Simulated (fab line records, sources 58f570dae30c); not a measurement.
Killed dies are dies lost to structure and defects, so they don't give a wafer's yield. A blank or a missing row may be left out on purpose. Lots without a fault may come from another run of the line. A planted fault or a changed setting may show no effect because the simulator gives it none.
Which tool did it? | flow berkeley_cmos170 | 13 lots, 39 wafers sampled, at 3 steps of a route of 331

WHAT THE GAUGES READ, wafer by wafer
UCB170_PFIELD_OVL_MEAS_06.
lot  | measured    | on         | PFIELD_OVL (nm)
L550 | day 4 19:33 | overlay-02 | 5 -6 -6
L552 | day 5 04:41 | overlay-02 | -3 -8 -6
L551 | day 5 04:52 | overlay-01 | -5 1 2
L554 | day 5 18:23 | overlay-01 | -2 16 3
L557 | day 6 11:25 | overlay-01 | -2 -11 2
L559 | day 6 15:47 | overlay-02 | -3 4 9
L560 | day 6 16:06 | overlay-01 | 3 -1 1
L558 | day 6 16:35 | overlay-01 | - - -
L561 | day 6 17:12 | overlay-01 | 19 17 6
L564 | day 7 17:05 | overlay-02 | -6 -11 -4
L570 | day 8 23:56 | overlay-01 | 0 -6 -1
L571 | day 9 08:52 | overlay-02 | -1 -6 8
L573 | day 9 23:29 | overlay-02 | -5 -9 -1

UCB170_PFIELD_TW_MEAS_09.
lot  | measured    | on            | PFIELD_TW
L550 | day 4 19:50 | film_metro-01 | 595 596 594
L552 | day 5 04:59 | film_metro-02 | 600 599 599
L551 | day 5 05:10 | film_metro-01 | 595 598 591
L554 | day 5 18:40 | film_metro-04 | 600 600 599
L557 | day 6 11:42 | film_metro-02 | 596 595 597
L559 | day 6 16:04 | film_metro-02 | 596 593 598
L560 | day 6 16:23 | film_metro-04 | 606 607 607
L558 | day 6 16:53 | film_metro-01 | 29 30 30
L561 | day 6 17:29 | film_metro-02 | 598 593 595
L564 | day 7 17:22 | film_metro-02 | 599 600 599
L570 | day 9 00:14 | film_metro-01 | 596 601 598
L571 | day 9 09:09 | film_metro-02 | 596 602 599
L573 | day 9 23:46 | film_metro-02 | 597 600 597

WHICH TOOL RAN EACH LOT (tool, then ch and the chambers of the sampled wafers, then the start)
lot  | UCB170_PFIELD_EXPOSE_03
L550 | krf_scanner-02 ch 0, day 4 18:34
L552 | krf_scanner-02 ch 0, day 5 03:58
L551 | krf_scanner-02 ch 0, day 5 04:10
L554 | krf_scanner-01 ch 0, day 5 18:00
L557 | krf_scanner-02 ch 0, day 6 10:47
L559 | krf_scanner-02 ch 0, day 6 14:36
L560 | krf_scanner-01 ch 0, day 6 14:58
L558 | krf_scanner-02 ch 0, day 6 15:35
L561 | krf_scanner-01 ch 0, day 6 16:22
L564 | krf_scanner-02 ch 0, day 7 16:40
L570 | krf_scanner-02 ch 0, day 8 23:13
L571 | krf_scanner-02 ch 0, day 9 07:23
L573 | krf_scanner-02 ch 0, day 9 22:25
- UCB170_PFIELD_EXPOSE_03: exposes mask PFIELD, target cd 1500 nm.

WHAT THE TOOLS THEMSELVES READ (means of the sampled wafers that have a number; where no wafer has one, the mark that the record gives instead)
The record holds no such reading with a usual standard deviation.

THE ANSWER, worked out from the rows above alone
Rule: what is usual is taken from the lots themselves. Put in order of their means at a reading, lots are off if they are a third of the lots or fewer, leave a main group of 4 or more, and stand apart from it by a gap of 3 or more times the standard deviation of the main group's means; of several such gaps the widest counts. A main group whose means are all the same, to the digits that the tables above print for the reading, isn't used. A lot without any number at a reading at which 4 lots or more have one is off too. The other lots that the step has rows for count as sound. The gauges are gone through in route order, then the tools' own readings, and for those a lot's mean is taken as printed above. The first step at which some lot is off is used, and at that step the reading that is off furthest; a lot without a number counts as furthest.
Off: L558, at UCB170_PFIELD_OVL_MEAS_06 (PFIELD_OVL). Without a number there: L558. The main group: mean -0 nm, standard deviation 5.6.
A tool fits if, at a process step before that reading, it ran every lot that is off, and no sound lot after the first of them. The gauges at UCB170_PFIELD_OVL_MEAS_06 aren't tried: what is off there is off at UCB170_PFIELD_TW_MEAS_09 too, on other tools, and a gauge's error can't cause that. None of those tried fits.

WHAT THE SIMULATOR HAD PUT IN
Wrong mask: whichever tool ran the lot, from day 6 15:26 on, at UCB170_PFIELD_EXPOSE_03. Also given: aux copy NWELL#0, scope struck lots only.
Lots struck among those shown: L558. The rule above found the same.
